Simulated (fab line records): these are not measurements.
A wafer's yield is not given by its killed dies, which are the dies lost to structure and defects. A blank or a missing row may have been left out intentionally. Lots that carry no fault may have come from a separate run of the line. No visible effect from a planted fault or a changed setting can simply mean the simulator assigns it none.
Which of the tools did it? + flow berkeley cmos170 + 13 lots with 39 wafers sampled at 3 steps, on a route of 331 steps

## WHAT THE GAUGES SHOWED, per wafer
UCB170_PWELL_THK_MEAS_03. Usual: PWELL_OXIDE_THK 26.5 nm, standard deviation 0.58.
| lot  | measured    | on            | PWELL_OXIDE_THK (nm) | flag |
|------|-------------|---------------|----------------------|------|
| L588 | day 2 18:37 | film metro-02 | 26.1 25.9 25.9       |      |
| L591 | day 3 05:15 | film metro-03 | 27.1 26.9 27.2       |      |
| L593 | day 3 16:41 | film metro-04 | 26.7 26.0 26.1       |      |
| L592 | day 3 16:42 | film metro-03 | 27.3 27.5 27.3       |      |
| L594 | day 4 03:02 | film metro-02 | 26.1 25.4 25.8       |      |
| L595 | day 4 10:08 | film metro-04 | 26.7 26.7 26.6       |      |
| L596 | day 4 10:08 | film metro-03 | 25.7 26.0 25.9       |      |
| L597 | day 4 15:56 | film metro-02 | 25.8 25.3 25.8       |      |
| L602 | day 5 23:05 | film metro-04 | 26.4 26.6 26.3       |      |
| L603 | day 6 02:55 | film metro-04 | 26.8 26.6 26.5       |      |
| L606 | day 6 13:56 | film metro-04 | 26.7 27.5 26.8       |      |
| L610 | day 7 10:57 | film metro-04 | 27.1 27.2 27.4       |      |
| L611 | day 7 21:34 | film metro-03 | 26.3 26.2 26.8       |      |

UCB170_PFIELD_TW_MEAS_09. Usual: PFIELD_TW 598, standard deviation 3.7.
| lot  | measured    | on            | PFIELD_TW   | flag |
|------|-------------|---------------|-------------|------|
| L588 | day 4 13:55 | film metro-04 | 602 601 601 |      |
| L591 | day 4 21:53 | film metro-04 | 598 598 599 |      |
| L593 | day 5 12:38 | film metro-02 | 600 599 604 |      |
| L592 | day 5 12:56 | film metro-01 | 592 596 594 |      |
| L594 | day 6 03:34 | film metro-04 | 600 599 601 |      |
| L595 | day 6 03:50 | film metro-02 | 599 601 599 |      |
| L596 | day 6 03:17 | film metro-01 | 599 596 596 |      |
| L597 | day 6 10:22 | film metro-01 | 597 595 597 |      |
| L602 | day 8 01:21 | film metro-01 | 596 594 596 |      |
| L603 | day 8 01:29 | film metro-02 | 603 598 604 |      |
| L606 | day 8 09:11 | film metro-02 | 600 601 600 |      |
| L610 | day 9 19:41 | film metro-01 | 592 593 591 |      |
| L611 | day 9 19:16 | film metro-04 | 598 601 601 |      |

UCB170_M2_OVL_MEAS_16. Usual: M2_OVL 1 nm, standard deviation 4.5.
| lot  | measured     | on         | M2_OVL (nm) | flag |
|------|--------------|------------|-------------|------|
| L588 | day 8 04:38  | overlay-01 | 2 4 6       |      |
| L591 | day 8 14:22  | overlay-02 | 5 5 12      |      |
| L593 | day 9 07:01  | overlay-02 | -2 -1 -4    |      |
| L592 | day 9 06:59  | overlay-02 | -4 -7 0     |      |
| L594 | day 9 19:46  | overlay-02 | -1 -4 -2    |      |
| L595 | day 9 21:56  | overlay-02 | -5 0 5      |      |
| L596 | day 9 19:22  | overlay-01 | 0 -1 -1     |      |
| L597 | day 9 21:40  | overlay-02 | -1 4 5      |      |
| L602 | day 11 23:32 | overlay-01 | 9 3 2       |      |
| L603 | day 11 21:54 | overlay-01 | -1 -6 -2    |      |
| L606 | day 12 08:14 | overlay-01 | -5 1 0      |      |
| L610 | day 13 16:20 | overlay-02 | 10 9 3      |      |
| L611 | day 13 18:28 | overlay-02 | 0 6 8       |      |

## WHICH TOOL RAN EACH LOT (tool, then ch and the chambers of the sampled wafers, then the start)
The record shows no process step preceding these readings.

## WHAT THE TOOLS THEMSELVES READ (means of the sampled wafers that have a number; where no wafer has one, the mark that the record gives instead)
The record holds no such reading with a usual standard deviation.

## THE ANSWER, worked out from the rows above alone
Rule: take the mean of a lot's wafers that have a number; if it is more than 3 standard deviations from the usual mean, the lot is off. A lot without any number at a reading at which 4 lots or more have one is off too. Any other lot the step has rows for is counted as sound. The gauges are gone through in route order, then the tools' own readings, and for those a lot's mean is taken as printed above. The first step at which some lot is off is used, and at that step the reading that is off furthest; a lot without a number counts as furthest.
Nothing can be told from this: no lot is off at any reading shown.

## WHAT WAS PUT IN BY THE SIMULATOR
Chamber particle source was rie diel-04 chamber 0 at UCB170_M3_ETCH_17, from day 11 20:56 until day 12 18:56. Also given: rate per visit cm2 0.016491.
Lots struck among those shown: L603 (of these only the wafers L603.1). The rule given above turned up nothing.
